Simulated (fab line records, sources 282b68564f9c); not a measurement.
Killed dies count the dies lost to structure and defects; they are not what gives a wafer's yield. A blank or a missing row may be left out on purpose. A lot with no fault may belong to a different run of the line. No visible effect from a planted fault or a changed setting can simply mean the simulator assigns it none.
fab line records ; flow rit_cmos
record: lots: 14; wafers: 42; last_day: 7
route steps=202 shown ACTIVE@1 NWELL@37 PWELL@48 FOX2@80
lots untouched by any fault: they come from a run of this same line in which no faults occurred
start_h: hours from the record's opening day to when the first of the lot's shown wafers began ; wait_h: how many hours have passed since the lot's step before this one ; " same as the row above ; L1.1+2: several wafers, shown together as one row ; - either no value or no given start ; * or withheld: withheld ; < > ~ a bound
route shown NAME@n: NAME is a module with steps in the file, n the number in the route of the first one ; usual: average and standard deviation across the fault-free wafers ; same: alike in all rows ; chamber/n: place in a boat ; sites: per-site readings ; _std_site: standard deviation across them ; _edge_site: the outer-site mean with the inner-site mean subtracted ; radius_mm: for every site, how far away it sits from the centre of the wafer ; mask NAME#n: copy n ; behind: tool/chamber where the wafer was last shaped ; hold: why the lot went on hold/how many hours it stayed there/how the hold came to an end ; device: which transistor (n, p or np) failed to switch ; end of line: tests of these same wafers at the route's end ; where a step has no rows: the recipe by itself ; killed: count of dies lost to structure and defects at first sort (not the wafer's yield) ; map: dies across one wafer; x = killed, . = not, _ = none there
set.NAME: setting as actually run; set.NAME@STEP: the setting as run at that earlier step ; model.NAME: the simulator's own value behind a step, which no gauge read
route steps across a sampled set of lots; one table per step, one row per wafer
services: from which hour (start_h, from the record's first day; less than 0 if before it) a tool's chamber was out of use, for how many hours, and why
== steps ==
step: RIT_ACTIVE_BOW_MEAS_00
recipe: mode: bow
usual: INCOMING_BOW: 1/6.4
lot.wafer;tool;chamber;start_h;wait_h;INCOMING_BOW[um]
L818.2;film_metro-02;-;10.02;-;-8
L818.4;film_metro-02;-;10.02;-;3
L818.6;film_metro-02;-;10.02;-;-9
L819.2;film_metro-03;-;15.02;-;-1
L819.3;film_metro-03;-;15.02;-;-5
L819.5;film_metro-03;-;15.02;-;-3
L820.1;film_metro-03;-;20.00;-;-5
L820.3;film_metro-03;-;20.00;-;-2
L820.4;film_metro-03;-;20.00;-;-3
L822.2;film_metro-03;-;30.02;-;11
L822.4;film_metro-03;-;30.02;-;16
L822.5;film_metro-03;-;30.02;-;-4
L826.2;film_metro-04;-;50.02;-;-12
L826.3;film_metro-04;-;50.02;-;5
L826.5;film_metro-04;-;50.02;-;0
L827.3;film_metro-03;-;55.04;-;5
L827.4;film_metro-03;-;55.04;-;-3
L827.6;film_metro-03;-;55.04;-;16
L830.3;film_metro-03;-;70.04;-;1
L830.5;film_metro-03;-;70.04;-;-6
L830.6;film_metro-03;-;70.04;-;6
L833.1;film_metro-04;-;85.00;-;1
L833.2;film_metro-04;-;85.00;-;-6
L833.5;film_metro-04;-;85.00;-;2
L834.1;film_metro-02;-;90.00;-;-6
L834.5;film_metro-02;-;90.00;-;9
L834.6;film_metro-02;-;90.00;-;-2
L836.2;film_metro-03;-;100.02;-;5
L836.3;film_metro-03;-;100.02;-;-8
L836.4;film_metro-03;-;100.02;-;5
L837.1;film_metro-02;-;105.00;-;1
L837.2;film_metro-02;-;105.00;-;-1
L837.3;film_metro-02;-;105.00;-;0
L839.1;film_metro-04;-;115.00;-;1
L839.3;film_metro-04;-;115.00;-;-3
L839.5;film_metro-04;-;115.00;-;2
L840.2;film_metro-04;-;120.02;-;-3
L840.3;film_metro-04;-;120.02;-;9
L840.5;film_metro-04;-;120.02;-;-1
L841.1;film_metro-04;-;125.00;-;2
L841.3;film_metro-04;-;125.00;-;8
L841.5;film_metro-04;-;125.00;-;-8
step: RIT_NWELL_STRIP_09
recipe: chemistry: O2; time_s: 180; resist: NOVOLAK; platen_temp_c: withheld; power_w: 500; pressure_mtorr: 4000; o2_flow_sccm: 4000
usual: chamber_pressure_mTorr: 4000/3.8; drypump_motor_current_A: 5.7/0.44
lot.wafer;tool;chamber;start_h;wait_h;chamber_pressure_mTorr;drypump_motor_current_A;rf_hours_counter_h
L818.2;plasma_asher-03;1;21.03;0.1;3995;5.5;36
L818.4;plasma_asher-03;0;21.03;0.1;4002;6.1;-
L818.6;plasma_asher-03;1;21.03;0.1;3996;5.5;-
L819.2;plasma_asher-04;1;28.59;0.1;4000;4.9;38
L819.3;plasma_asher-04;0;28.59;0.1;3997;5.7;-
L819.5;plasma_asher-04;0;28.59;0.1;3998;5.7;-
L820.1;plasma_asher-04;0;31.50;0.1;4004;5.7;39
L820.3;plasma_asher-04;0;31.50;0.1;4001;5.7;-
L820.4;plasma_asher-04;1;31.50;0.1;4001;4.9;-
L822.2;plasma_asher-03;0;40.71;0.1;4001;6.1;39
L822.4;plasma_asher-03;1;40.71;0.1;3994;5.5;-
L822.5;plasma_asher-03;0;40.71;0.1;3997;6.1;-
L826.2;plasma_asher-01;1;60.71;0.1;-;-;-
L826.3;plasma_asher-01;1;60.71;0.1;-;-;-
L826.5;plasma_asher-01;0;60.71;0.1;-;-;-
L827.3;plasma_asher-04;0;65.89;0.1;-;-;-
L827.4;plasma_asher-04;1;65.89;0.1;-;-;-
L827.6;plasma_asher-04;0;65.89;0.1;-;-;-
L830.3;plasma_asher-04;1;81.51;0.1;3998;5.0;-
L830.5;plasma_asher-04;1;81.51;0.1;4002;5.0;-
L830.6;plasma_asher-04;0;81.51;0.1;4000;5.7;-
L833.1;plasma_asher-03;1;95.85;0.1;4001;5.5;45
L833.2;plasma_asher-03;0;95.85;0.1;3999;6.1;45
L833.5;plasma_asher-03;0;95.85;0.1;4003;6.1;-
L834.1;plasma_asher-03;0;101.46;0.1;4006;6.1;45
L834.5;plasma_asher-03;1;101.46;0.1;3999;5.5;-
L834.6;plasma_asher-03;0;101.46;0.1;4001;6.1;-
L836.2;plasma_asher-01;1;111.89;0.1;3998;6.3;45
L836.3;plasma_asher-01;1;111.89;0.1;4001;6.3;-
L836.4;plasma_asher-01;0;111.89;0.1;3996;5.6;-
L837.1;plasma_asher-01;1;115.65;0.1;4003;6.3;46
L837.2;plasma_asher-01;0;115.65;0.1;3998;5.6;46
L837.3;plasma_asher-01;1;115.65;0.1;4004;6.4;-
L839.1;plasma_asher-04;1;126.61;0.1;3996;5.0;48
L839.3;plasma_asher-04;1;126.61;0.1;3995;4.9;-
L839.5;plasma_asher-04;1;126.61;0.1;4000;4.9;-
L840.2;plasma_asher-03;0;131.72;0.1;3991;6.1;1
L840.3;plasma_asher-03;0;131.72;0.1;3999;6.1;-
L840.5;plasma_asher-03;1;131.72;0.1;4003;5.5;-
L841.1;plasma_asher-03;1;135.72;0.1;4001;5.5;2
L841.3;plasma_asher-03;1;135.72;0.1;4002;5.5;-
L841.5;plasma_asher-03;0;135.72;0.1;3999;6.1;-
step: RIT_PWELL_STRIP_09
recipe: chemistry: O2; time_s: 180; resist: NOVOLAK; platen_temp_c: withheld; power_w: 500; pressure_mtorr: 4000; o2_flow_sccm: 4000
usual: chamber_pressure_mTorr: 4000/3.8; drypump_motor_current_A: 5.87/0.27
lot.wafer;tool;chamber;start_h;wait_h;chamber_pressure_mTorr;drypump_motor_current_A;rf_hours_counter_h
L818.2;plasma_asher-01;0;22.58;0.1;4001;5.58;36
L818.4;plasma_asher-01;0;22.58;0.1;4000;5.58;-
L818.6;plasma_asher-01;1;22.58;0.1;3995;6.30;-
L819.2;plasma_asher-02;0;30.32;0.1;4000;5.96;25
L819.3;plasma_asher-02;0;30.32;0.1;3999;5.93;-
L819.5;plasma_asher-02;0;30.32;0.1;3996;5.97;-
L820.1;plasma_asher-02;1;33.24;0.1;3999;5.78;26
L820.3;plasma_asher-02;0;33.24;0.1;4001;5.93;-
L820.4;plasma_asher-02;1;33.24;0.1;3999;5.81;-
L822.2;plasma_asher-02;1;42.26;0.1;3999;5.74;26
L822.4;plasma_asher-02;0;42.26;0.1;4002;5.95;-
L822.5;plasma_asher-02;0;42.26;0.1;4004;5.99;-
L826.2;plasma_asher-02;1;62.54;0.1;3997;5.76;29
L826.3;plasma_asher-02;1;62.54;0.1;3999;5.75;-
L826.5;plasma_asher-02;0;62.54;0.1;4000;5.89;-
L827.3;plasma_asher-02;1;67.56;0.1;3995;5.73;-
L827.4;plasma_asher-02;0;67.56;0.1;3992;5.96;-
L827.6;plasma_asher-02;0;67.56;0.1;4005;5.92;-
L830.3;plasma_asher-01;1;83.19;0.1;4006;6.31;-
L830.5;plasma_asher-01;0;83.19;0.1;4004;5.60;-
L830.6;plasma_asher-01;1;83.19;0.1;4006;6.31;-
L833.1;plasma_asher-02;1;97.63;0.1;4004;5.82;33
L833.2;plasma_asher-02;0;97.63;0.1;4002;5.90;33
L833.5;plasma_asher-02;1;97.63;0.1;4000;5.81;-
L834.1;plasma_asher-02;1;103.01;0.1;4001;5.75;33
L834.5;plasma_asher-02;0;103.01;0.1;4002;5.96;-
L834.6;plasma_asher-02;1;103.01;0.1;4002;5.76;-
L836.2;plasma_asher-02;1;113.44;0.1;3998;5.77;34
L836.3;plasma_asher-02;0;113.44;0.1;4010;5.90;-
L836.4;plasma_asher-02;1;113.44;0.1;3998;5.79;-
L837.1;plasma_asher-02;0;117.20;0.1;4001;5.91;35
L837.2;plasma_asher-02;1;117.20;0.1;4001;5.76;35
L837.3;plasma_asher-02;1;117.20;0.1;4000;5.73;-
L839.1;plasma_asher-02;1;128.18;0.1;4000;5.77;36
L839.3;plasma_asher-02;1;128.18;0.1;3999;5.73;-
L839.5;plasma_asher-02;1;128.18;0.1;3995;5.78;-
L840.2;plasma_asher-01;0;133.41;0.1;3998;5.57;48
L840.3;plasma_asher-01;1;133.41;0.1;3998;6.33;-
L840.5;plasma_asher-01;0;133.41;0.1;3998;5.55;-
L841.1;plasma_asher-03;1;137.39;0.1;3994;5.49;2
L841.3;plasma_asher-03;1;137.39;0.1;3999;5.48;-
L841.5;plasma_asher-03;0;137.39;0.1;3997;6.06;-
step: RIT_PWELL_TW_MEAS_10
usual: PWELL_TW: 948/7.8
lot.wafer;tool;chamber;start_h;wait_h;PWELL_TW
L818.2;film_metro-01;-;22.77;0.1;952
L818.4;film_metro-01;-;22.77;0.1;953
L818.6;film_metro-01;-;22.77;0.1;955
L819.2;film_metro-01;-;30.50;0.1;954
L819.3;film_metro-01;-;30.50;0.1;955
L819.5;film_metro-01;-;30.50;0.1;952
L820.1;film_metro-01;-;33.41;0.1;950
L820.3;film_metro-01;-;33.41;0.1;953
L820.4;film_metro-01;-;33.41;0.1;950
L822.2;film_metro-01;-;42.45;0.1;952
L822.4;film_metro-01;-;42.45;0.1;954
L822.5;film_metro-01;-;42.45;0.1;952
L826.2;film_metro-01;-;62.73;0.1;30
L826.3;film_metro-01;-;62.73;0.1;30
L826.5;film_metro-01;-;62.73;0.1;30
L827.3;film_metro-01;-;67.70;0.1;30
L827.4;film_metro-01;-;67.70;0.1;30
L827.6;film_metro-01;-;67.70;0.1;30
L830.3;film_metro-03;-;83.32;0.1;957
L830.5;film_metro-03;-;83.32;0.1;957
L830.6;film_metro-03;-;83.32;0.1;957
L833.1;film_metro-02;-;97.80;0.1;935
L833.2;film_metro-02;-;97.80;0.1;935
L833.5;film_metro-02;-;97.80;0.1;934
L834.1;film_metro-01;-;103.19;0.1;946
L834.5;film_metro-01;-;103.19;0.1;952
L834.6;film_metro-01;-;103.19;0.1;955
L836.2;film_metro-01;-;113.63;0.1;950
L836.3;film_metro-01;-;113.63;0.1;961
L836.4;film_metro-01;-;113.63;0.1;951
L837.1;film_metro-01;-;117.38;0.1;949
L837.2;film_metro-01;-;117.38;0.1;952
L837.3;film_metro-01;-;117.38;0.1;950
L839.1;film_metro-03;-;128.36;0.1;948
L839.3;film_metro-03;-;128.36;0.1;950
L839.5;film_metro-03;-;128.36;0.1;953
L840.2;film_metro-02;-;133.59;0.1;937
L840.3;film_metro-02;-;133.59;0.1;934
L840.5;film_metro-02;-;133.59;0.1;931
L841.1;film_metro-01;-;137.57;0.1;937
L841.3;film_metro-01;-;137.57;0.1;940
L841.5;film_metro-01;-;137.57;0.1;941
step: RIT_FOX2_THK_MEAS_91
recipe: reads: SiO2_of_FOX2_OXIDATION_00
usual: FIELD_OXIDE_LEFT_2_THK: 257/6.2
lot.wafer;tool;chamber;start_h;wait_h;FIELD_OXIDE_LEFT_2_THK[nm]
L818.2;film_metro-04;-;32.18;0.0;251
L818.4;film_metro-04;-;32.18;0.0;255
L818.6;film_metro-04;-;32.18;0.0;257
L819.2;film_metro-03;-;39.65;0.0;265
L819.3;film_metro-03;-;39.65;0.0;273
L819.5;film_metro-03;-;39.65;0.0;269
L820.1;film_metro-04;-;42.55;0.0;259
L820.3;film_metro-04;-;42.55;0.0;263
L820.4;film_metro-04;-;42.55;0.0;259
L822.2;film_metro-01;-;52.25;0.0;255
L822.4;film_metro-01;-;52.25;0.0;256
L822.5;film_metro-01;-;52.25;0.0;259
L830.3;film_metro-03;-;92.62;0.0;263
L830.5;film_metro-03;-;92.62;0.0;263
L830.6;film_metro-03;-;92.62;0.0;257
L833.1;film_metro-03;-;107.00;0.0;256
L833.2;film_metro-03;-;107.00;0.0;260
L833.5;film_metro-03;-;107.00;0.0;247
L834.1;film_metro-01;-;112.42;0.0;253
L834.5;film_metro-01;-;112.42;0.0;256
L834.6;film_metro-01;-;112.42;0.0;258
L836.2;film_metro-03;-;122.75;0.0;255
L836.3;film_metro-03;-;122.75;0.0;254
L836.4;film_metro-03;-;122.75;0.0;258
L837.1;film_metro-03;-;127.60;0.0;258
L837.2;film_metro-03;-;127.60;0.0;261
L837.3;film_metro-03;-;127.60;0.0;256
L839.1;film_metro-04;-;137.41;0.0;245
L839.3;film_metro-04;-;137.41;0.0;242
L839.5;film_metro-04;-;137.41;0.0;248
L840.2;film_metro-03;-;142.65;0.0;252
L840.3;film_metro-03;-;142.65;0.0;262
L840.5;film_metro-03;-;142.65;0.0;246
L841.1;film_metro-04;-;146.71;0.0;252
L841.3;film_metro-04;-;146.71;0.0;254
L841.5;film_metro-04;-;146.71;0.0;252
== services ==
tool;chamber;start_h;hours;kind
plasma_asher-03;-;108.75;9.0;pm
plasma_asher-03;0;108.75;9.0;vent_cycle
plasma_asher-03;1;108.75;9.0;vent_cycle
plasma_asher-03;0;117.75;-;clean
plasma_asher-03;1;117.75;-;clean
== key ==
first_sign: step: RIT_NWELL_STRIP_09; reading: tool_record; direction: missing
effect: step: RIT_PWELL_TW_MEAS_10; reading: PWELL_TW; direction: down; sigmas: 99+; usual: 948; struck: 30
met_at RIT_NWELL_STRIP_09
struck_lots L826,L827
later_rows_left_out L826.2,L826.3,L826.5,L827.3,L827.4,L827.6
sort_left_out L826.2,L826.3,L826.5,L827.3,L827.4,L827.6
tester_left_out L826,L827
not_acting_at RIT_ACTIVE_BOW_MEAS_00,RIT_PWELL_STRIP_09,RIT_FOX2_THK_MEAS_91
onset_between 31.50 60.71
fault: kind: skipped_step_whole; tool: plasma_asher-01,plasma_asher-04; chamber: -; onset_h: 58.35; steps: RIT_NWELL_STRIP_09; scope: struck_lots_only
tester_left_out: of these lots the tester's yield and bins aren't shown, on N5 and GAA mostly nor the transistor test; their killed dies are dies lost to structure and defects alone, not to doping, threshold or leakage, so they don't give the yield
sort_left_out: the simulated sort isn't trusted on such a fault, so these wafers' sort isn't shown, and their yield isn't known
later_rows_left_out: the simulator's readings of these wafers behind a module that went badly wrong aren't trusted and aren't shown, but for the sort
